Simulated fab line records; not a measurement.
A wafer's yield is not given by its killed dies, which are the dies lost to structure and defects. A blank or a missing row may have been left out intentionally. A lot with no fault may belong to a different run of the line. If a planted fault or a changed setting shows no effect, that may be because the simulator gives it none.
A lot that was struck, set against a sound lot / flow rit-cmos / 45 out of 202 route steps
Sound: wafers L576.2, L576.5, L576.6. Wafers struck: L586.1, L586.4, L586.5. Last of all comes the cause.
Each step with rows lists, per side, the tool, then ch with its chambers, then its first start. Under that, the readings that differ: sound wafers / struck wafers / difference of the means / sigmas: that difference in standard deviations of wafers without a fault.
alike: readings with means less than 2 such deviations apart, plus words and numbers identical on both sides. not compared: withheld readings, readings lacking a value on some wafer, bounds such as >300 that could conceal the same value, and numbers that have no deviation in the record and whose values overlap.
Wherever a step has rows on one side only, a row that says differs or no value, or a row with sigmas, the two part there. Non-overlapping numbers with no deviation appear without sigmas and do not part them. Lack of a reading on every wafer of one side parts them only where that side has two or more wafers.

first, 1 step without rows for these wafers: RIT_ACTIVE_DEVELOP_10 (develop time 50 s).
RIT_ACTIVE_CD_MEAS_11 targets a cd of 1400 nm.
  sound: cd-sem-01 at day 2 11:40; struck: cd-sem-01 at day 4 13:00
reading=cd-nm (nm); sound=1401.2 1399.8 1404.7; struck=1397.6 1395.5 1397.3; difference=-5.1; sigmas=-2
then, 1 step without rows for these wafers: RIT_ACTIVE_HARDBAKE_12 (time 60 s).
RIT_ACTIVE_ETCH_13: etches Si3N4 in SF6, stops on SiO2, time 210 s, target depth 210 nm.
  sound on rie-diel-02 ch 1,2, day 2 11:56; struck on rie-diel-03 ch 0,2,3, day 4 13:16
  alike: drypump-motor-current-A, oes-product-au, rf-fwd-power-W, throttle-valve-pct
  not compared: rf-hours-counter-h
RIT_ACTIVE_STRIP_14: strips in O2, time 180 s.
  sound on plasma-asher-04 ch 0,1, day 2 12:04; struck on plasma-asher-01 ch 0,1, day 4 13:24
  alike: drypump-motor-current-A
  not compared: rf-hours-counter-h
RIT_ACTIVE_CD_MEAS_90 targets a cd of 1400 nm.
  sound: cd-sem-01 at day 2 12:16; struck: cd-sem-02 at day 4 13:35
reading=cd-nm (nm); sound=1401.5 1399.8 1404.7; struck=1397.1 1395.2 1397.3; difference=-5.5; sigmas=-2
then, 4 steps without rows for these wafers: RIT_ACTIVE_CLEAN_15 (cleans in SC1, time 600 s); RIT_ACTIVE_CLEAN_16 (cleans in dHF, time 30 s); RIT_ACTIVE_CLEAN_17 (cleans in SC2, time 600 s); RIT_FOX1_OXIDATION_00 (target thk 350.7 nm, ox time 1130 s).
RIT_FOX1_THK_MEAS_01:
  sound: film-metro-01 at day 2 14:19; struck: film-metro-03 at day 4 17:16
  alike: FOX1_OXIDE_THK
then, 1 step without rows for these wafers: RIT_FOX1_WET_ETCH_02 (etches SiO2 in BOE, target depth 350 nm, time 390 s).
RIT_FOX2_OXIDATION_00: target thk 350.7 nm, ox time 1130 s.
  sound on furnace-03 ch 0, day 2 14:29; struck on furnace-03 ch 0, day 4 17:58
reading=spike-tc-centre-C (C); sound=1101.1 1101.1 1100.5; struck=1061.7 1062.0 1060.8; difference=-39.4; sigmas=-40
reading=spike-tc-load-C (C); sound=1127 1129 1130; struck=1088 1088 1088; difference=-41; sigmas=-13
reading=spike-tc-source-C (C); sound=1127 1128 1129; struck=1088 1088 1088; difference=-40; sigmas=-12
reading=tube-center-temp-C (C); sound=1100 1099.9 1100; struck=1060 1060 1060; difference=-40; sigmas=-99 or more
reading=tube_center_temp_C_max; sound=1102.9 1102.7 1103.3; struck=1062.8 1062.8 1063.4; difference=-40.0; sigmas=-85
reading=zone-power-load-pct (%); sound=43.8 44.2 44.1; struck=40.2 39.9 40.0; difference=-4.0; sigmas=-2
reading=model.SiO2_of_FOX2_OXIDATION_00.thk-nm (nm); sound=359.2 357.1 355.5; struck=284.1 280.8 285; difference=-74.0; sigmas=
RIT_FOX2_THK_MEAS_01:
  sound: film-metro-02 at day 2 15:49; struck: film-metro-02 at day 4 19:17
reading=FOX2_OXIDE_THK (nm); sound=359 357 356; struck=284 281 285; difference=-74; sigmas=-14
then, 2 steps without rows for these wafers: RIT_FOX2_CLEAN_02 (cleans in dHF, time 180 s); RIT_FOX2_WET_ETCH_03 (etches Si3N4 in H3PO4, target depth 195 nm, time 2700 s).
RIT_FOX2_THK_MEAS_90:
  sound: film-metro-02 at day 2 16:42; struck: film-metro-02 at day 4 20:10
reading=FIELD_OXIDE_LEFT_1_THK (nm); sound=332 329 328; struck=256 253 257; difference=-74; sigmas=-14
then, 6 steps without rows for these wafers: RIT_NWELL_HMDS_00 (prime time 60 s); RIT_NWELL_COAT_01 (resist thk 1300 nm); RIT_NWELL_SOFTBAKE_02 (time 60 s); RIT_NWELL_EXPOSE_03 (exposes mask M2, target cd 43900 nm); RIT_NWELL_PEB_04; RIT_NWELL_DEVELOP_05 (develop time 68 s).
RIT_NWELL_OVL_MEAS_06:
  sound: overlay-01 at day 2 17:38; struck: overlay-01 at day 4 21:13
  alike: NWELL_OVL
then, 2 steps without rows for these wafers: RIT_NWELL_HARDBAKE_07 (time 120 s); RIT_NWELL_IMPLANT_08.
RIT_NWELL_STRIP_09: strips in O2, time 180 s.
  sound on plasma-asher-04 ch 0,1, day 2 18:04; struck on plasma-asher-01 ch 0,1, day 4 21:40
  alike: drypump-motor-current-A
  not compared: rf-hours-counter-h
RIT_NWELL_TW_MEAS_10:
  sound: film-metro-03 at day 2 18:15; struck: film-metro-03 at day 4 21:50
  alike: NWELL_TW
then, 6 steps without rows for these wafers: RIT_PWELL_HMDS_00 (prime time 60 s); RIT_PWELL_COAT_01 (resist thk 1300 nm); RIT_PWELL_SOFTBAKE_02 (time 60 s); RIT_PWELL_EXPOSE_03 (exposes mask M3, target cd 43700 nm); RIT_PWELL_PEB_04; RIT_PWELL_DEVELOP_05 (develop time 68 s).
RIT_PWELL_OVL_MEAS_06:
  sound: overlay-02 at day 2 19:19; struck: overlay-01 at day 4 22:46
  alike: PWELL_OVL
then, 2 steps without rows for these wafers: RIT_PWELL_HARDBAKE_07 (time 120 s); RIT_PWELL_IMPLANT_08.
RIT_PWELL_STRIP_09: strips in O2, time 180 s.
  sound on plasma-asher-03 ch 0,1, day 2 19:44; struck on plasma-asher-02 ch 0, day 4 23:13
  alike: drypump-motor-current-A
  not compared: rf-hours-counter-h
RIT_PWELL_TW_MEAS_10:
  sound: film-metro-03 at day 2 19:55; struck: film-metro-03 at day 4 23:23
  alike: PWELL_TW
then, 1 step without rows for these wafers: RIT_WELLDRIVE_ANNEAL_00 (time 14700 s).
RIT_WELLDRIVE_RS_MEAS_01: uses a four-point probe to measure.
  sound: film-metro-03 at day 3 01:05; struck: film-metro-04 at day 5 05:27
reading=NWELL_RS (ohm/sq); sound=276.9 276.7 276.7; struck=274.3 273.8 273.3; difference=-3.0; sigmas=-3
RIT_WELLDRIVE_RS_MEAS_02: uses a four-point probe to measure.
  sound: film-metro-03 at day 3 01:12; struck: film-metro-04 at day 5 05:34
  alike: PWELL_RS
RIT_FOX2_THK_MEAS_91:
  sound: film-metro-04 at day 3 05:03; struck: film-metro-03 at day 5 09:37
reading=FIELD_OXIDE_LEFT_2_THK (nm); sound=264 262 261; struck=188 185 189; difference=-75; sigmas=-13
RIT_SILICIDE_WET_ETCH_00: etches SiO2 in BOE, target depth 14 nm, time 15 s.
  sound on wet-bench-02 ch 2, day 4 02:14; struck on wet-bench-03 ch 1, day 6 05:13
reading=model.SiO2_of_FOX2_OXIDATION_00.thk-nm (nm); sound=160.3 157.3 156.5; struck=82.4 78.68 82.92; difference=-76.7; sigmas=
RIT_M1_PROBE_99:
  sound: prober-01 at day 4 09:11; struck: prober-01 at day 6 12:06
  alike: killed_at_M0_to_M3, killed-at-front-end, killed-dies, killed-open, killed-short

== WHERE THEY PART ==
Last at RIT_FOX2_THK_MEAS_91 as far as this record goes, first at RIT_ACTIVE_CD_MEAS_11. Later steps at which nothing parts them and some readings are alike: RIT_M1_PROBE_99.

WHY: what the simulator had put in
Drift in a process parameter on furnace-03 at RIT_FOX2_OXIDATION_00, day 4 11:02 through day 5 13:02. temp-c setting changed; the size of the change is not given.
